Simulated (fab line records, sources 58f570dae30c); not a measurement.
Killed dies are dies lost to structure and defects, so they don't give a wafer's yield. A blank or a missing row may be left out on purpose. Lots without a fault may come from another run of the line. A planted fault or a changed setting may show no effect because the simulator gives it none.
Tool commonality check | flow berkeley_cmos170 | 14 lots, 42 wafers sampled

WHY IT WAS OPENED
At UCB170_PLDD_TW_MEAS_11 the reading PLDD_TW is flagged on 2 of 14 lots. Wafers without a fault read 1014, standard deviation 14.
Rule: a lot is flagged when every wafer of it that has a number lies more than 4 standard deviations from that mean, or none has a number. The other lots count as sound.

lot  | measured     | on            | PLDD_TW, wafer by wafer | flag
L817 | day 7 09:10  | film_metro-03 | 1013 1007 1008          |
L821 | day 7 21:57  | film_metro-01 | 998 999 1002            |
L823 | day 8 13:42  | film_metro-01 | 997 998 999             |
L824 | day 8 13:56  | film_metro-04 | 1039 1033 1032          |
L828 | day 8 23:46  | film_metro-03 | 1010 1017 1016          |
L827 | day 8 23:59  | film_metro-04 | 1023 1027 1027          |
L825 | day 9 00:22  | film_metro-01 | 1398 1396 1389          | FLAGGED
L829 | day 9 13:13  | film_metro-04 | 1436 1432 1443          | FLAGGED
L830 | day 9 13:45  | film_metro-01 | 994 993 1002            |
L832 | day 9 13:56  | film_metro-03 | 1019 1013 1017          |
L834 | day 10 09:21 | film_metro-03 | 1018 1011 1013          |
L836 | day 10 20:19 | film_metro-04 | 1041 1036 1029          |
L837 | day 10 20:37 | film_metro-03 | 1018 1012 1018          |
L838 | day 11 01:40 | film_metro-04 | 1035 1031 1031          |
The numbers of the flagged lots are 1416 on average: +402 against the usual, or +29 standard deviations.

WHICH TOOL RAN EACH LOT
The record holds 2 process steps before the reading, out of a route of 331 steps. In each cell: the tool, then ch and the chambers that the sampled wafers went through, then the start.
lot  | flag    | UCB170_PWELL_STRIP_16               | UCB170_PLDD_IMPLANT_08
L817 |         | plasma_asher-01 ch 0,1, day 3 07:38 | implanter-04 ch 0, day 7 08:47
L821 |         | plasma_asher-02 ch 0,1, day 4 05:55 | implanter-02 ch 0, day 7 21:34
L823 |         | plasma_asher-01 ch 0,1, day 5 05:14 | implanter-04 ch 0, day 8 13:20
L824 |         | plasma_asher-01 ch 0,1, day 5 05:26 | implanter-02 ch 0, day 8 13:32
L828 |         | plasma_asher-04 ch 0,1, day 5 20:03 | implanter-01 ch 0, day 8 23:24
L827 |         | plasma_asher-04 ch 0,1, day 5 20:47 | implanter-02 ch 0, day 8 23:35
L825 | FLAGGED | plasma_asher-04 ch 0, day 5 16:41   | implanter-02 ch 0, day 8 23:59
L829 | FLAGGED | plasma_asher-04 ch 0,1, day 6 08:56 | implanter-02 ch 0, day 9 12:50
L830 |         | plasma_asher-02 ch 0,1, day 6 08:37 | implanter-04 ch 0, day 9 13:22
L832 |         | plasma_asher-02 ch 0,1, day 6 14:43 | implanter-01 ch 0, day 9 13:32
L834 |         | plasma_asher-01 ch 0,1, day 6 21:59 | implanter-04 ch 0, day 10 08:59
L836 |         | plasma_asher-04 ch 0,1, day 7 06:22 | implanter-01 ch 0, day 10 19:56
L837 |         | plasma_asher-01 ch 0,1, day 7 06:08 | implanter-01 ch 0, day 10 20:15
L838 |         | plasma_asher-04 ch 0,1, day 7 18:31 | implanter-04 ch 0, day 11 01:14
What these steps do:
- UCB170_PWELL_STRIP_16: strips in O2.
- UCB170_PLDD_IMPLANT_08
- UCB170_PLDD_TW_MEAS_11

FLAGGED OVER TOTAL, TOOL BY TOOL (the gauges that took the reading come last)
step                   | tool            | lots run | flagged | share of the flagged lots | sound lots run after its first flagged lot
UCB170_PWELL_STRIP_16  | plasma_asher-01 | 5        | 0       | none                      | -
UCB170_PWELL_STRIP_16  | plasma_asher-02 | 3        | 0       | none                      | -
UCB170_PWELL_STRIP_16  | plasma_asher-04 | 6        | 2       | all                       | 4 (L828,L827,L836,L838)
UCB170_PLDD_IMPLANT_08 | implanter-01    | 4        | 0       | none                      | -
UCB170_PLDD_IMPLANT_08 | implanter-02    | 5        | 2       | all                       | 0
UCB170_PLDD_IMPLANT_08 | implanter-04    | 5        | 0       | none                      | -
UCB170_PLDD_TW_MEAS_11 | film_metro-01   | 4        | 1       | some                      | 1 (L830)
UCB170_PLDD_TW_MEAS_11 | film_metro-03   | 5        | 0       | none                      | -
UCB170_PLDD_TW_MEAS_11 | film_metro-04   | 5        | 1       | some                      | 2 (L836,L838)

WHAT THE TABLE ALLOWS
2 rows of the table ran every flagged lot: plasma_asher-04 at UCB170_PWELL_STRIP_16, implanter-02 at UCB170_PLDD_IMPLANT_08.
- plasma_asher-04 at UCB170_PWELL_STRIP_16: 2 of its 6 lots flagged. Sound lots ran on it after the first flagged one (L828, L827, L836, L838), which a lasting fault on the whole tool wouldn't allow.
- implanter-02 at UCB170_PLDD_IMPLANT_08: 2 of its 5 lots flagged. Its last sound lot is L827 (day 8 23:35), its first flagged lot L825 (day 8 23:59): a fault that began between those two fits. Its own readings lie more than 4 standard deviations out on every wafer of the flagged lots: beam_on_s, dose_ions_cm2, faraday_current_uA.
One tool is left: implanter-02 at UCB170_PLDD_IMPLANT_08.

WHAT THE SIMULATOR HAD PUT IN
Process parameter drift: implanter-02, from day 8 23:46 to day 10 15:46, at UCB170_PLDD_IMPLANT_08. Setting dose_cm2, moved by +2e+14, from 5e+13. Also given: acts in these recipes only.
Lots struck among those shown: L825, L829. The rule above found the same.
